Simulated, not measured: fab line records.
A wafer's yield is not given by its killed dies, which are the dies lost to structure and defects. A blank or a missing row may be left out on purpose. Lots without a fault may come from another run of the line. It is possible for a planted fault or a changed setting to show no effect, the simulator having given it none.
8D (eight disciplines) problem report, filled in by code + flow rit-cmos + the parts of the form that need people (team, actions taken, sign-off) are left out

== 1. WHAT IS WRONG ==
Wafers free of any fault read 47.9 ohm/sq (standard deviation 0.65) for SILICIDE_TI_RS at RIT_SILICIDE_RS_MEAS_02, against a mean of 37.0 ohm/sq on 2 wafers of 2 lots. Relative to the usual mean, that is a shift of -17 standard deviations.
The step: measures by four-point-probe.
First observed at day 7 12:47: wafer L138.1, on film-metro-02. The record has a number at this step for 42 wafers belonging to 14 lots. Rule for "out", or "out of limits": more than 4 standard deviations from the usual mean. The other wafers with a number count as sound.

== 2. WHAT IT IS; WHAT IT IS NOT ==
| question                    | is                           | is not                                                                 |
|-----------------------------|------------------------------|------------------------------------------------------------------------|
| which readings at this step | SILICIDE_TI_RS               | -                                                                      |
| which lots                  | L138, L139                   | L118, L119, L121, L122, L123, L124, L125, L126, L128, L129, L130, L136 |
| which wafers of those lots  | L138.1, L139.4               | L138.2, L138.4, L139.2, L139.5                                         |
| read on which gauges        | film-metro-02, film-metro-03 | film-metro-01                                                          |
| when                        | from day 7 12:47             | up to then (38 sound wafers); but 2 sound wafers of L139 came after    |

== 3. SUSPECTS, AND WHAT RULES EACH OUT ==
Counting: any tool at a process step up to the reading remains a suspect provided it ran every lot that is out. Sound lots after the first of them don't rule it out here, since some wafers of a struck lot are sound.
- ruled out: the gauge at RIT_SILICIDE_RS_MEAS_02. Those wafers that are out were read across 2 gauges (film-metro-02, film-metro-03).
- pvd-sputter-04 at RIT_SILICIDE_SPUTTER_01 (material Ti, target thk 30 nm, time 240 s): kept. It ran every lot that is out, first L138 (day 7 12:38); its last sound lot up to then is L136 (day 7 03:41).
Left after counting: pvd-sputter-04 at RIT_SILICIDE_SPUTTER_01.

== 4. THE CAUSE (what the simulator had put in) ==
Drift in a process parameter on pvd-sputter-04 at RIT_SILICIDE_SPUTTER_01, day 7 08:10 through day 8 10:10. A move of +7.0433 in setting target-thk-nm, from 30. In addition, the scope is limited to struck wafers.
After counting, this tool was the only one left.

== 5. THE EFFECT CHAIN, in route order ==
Each row: a reading where the mean over the struck wafers with a number is more than 3 standard deviations away from the usual. Scope: only readings with a usual standard deviation given in the record; hours: median across lots of the time from each lot's start at the first step in this table that gives one to its start at this step; sigmas: change in usual standard deviations.
| hours | step                     | reading         | usual       | on struck wafers | change | sigmas |
|-------|--------------------------|-----------------|-------------|------------------|--------|--------|
| 0     | RIT_SILICIDE_RS_MEAS_02  | SILICIDE_TI_RS  | 47.9 ohm/sq | 37.0             | -10.9  | -17    |
| 0     | RIT_SILICIDE_THK_MEAS_03 | SILICIDE_TI_THK | 30.0 nm     | 36.9             | +6.9   | +19    |

== 6. HOW IT WOULD HAVE BEEN CAUGHT EARLIER ==
5 hours passed between the start of the fault at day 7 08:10 and the first reading out of limits at a measuring or inspecting step in this record, taken at day 7 12:47.
Of the tool readings at RIT_SILICIDE_SPUTTER_01 for which the record gives a usual standard deviation, none was out on any struck wafer, so an alarm limit of 4 standard deviations on them would not have fired.
L139, from the lots that are out (2), started RIT_SILICIDE_SPUTTER_01 on pvd-sputter-04 later than day 7 12:47. Putting the tool on hold at that point would have spared it.
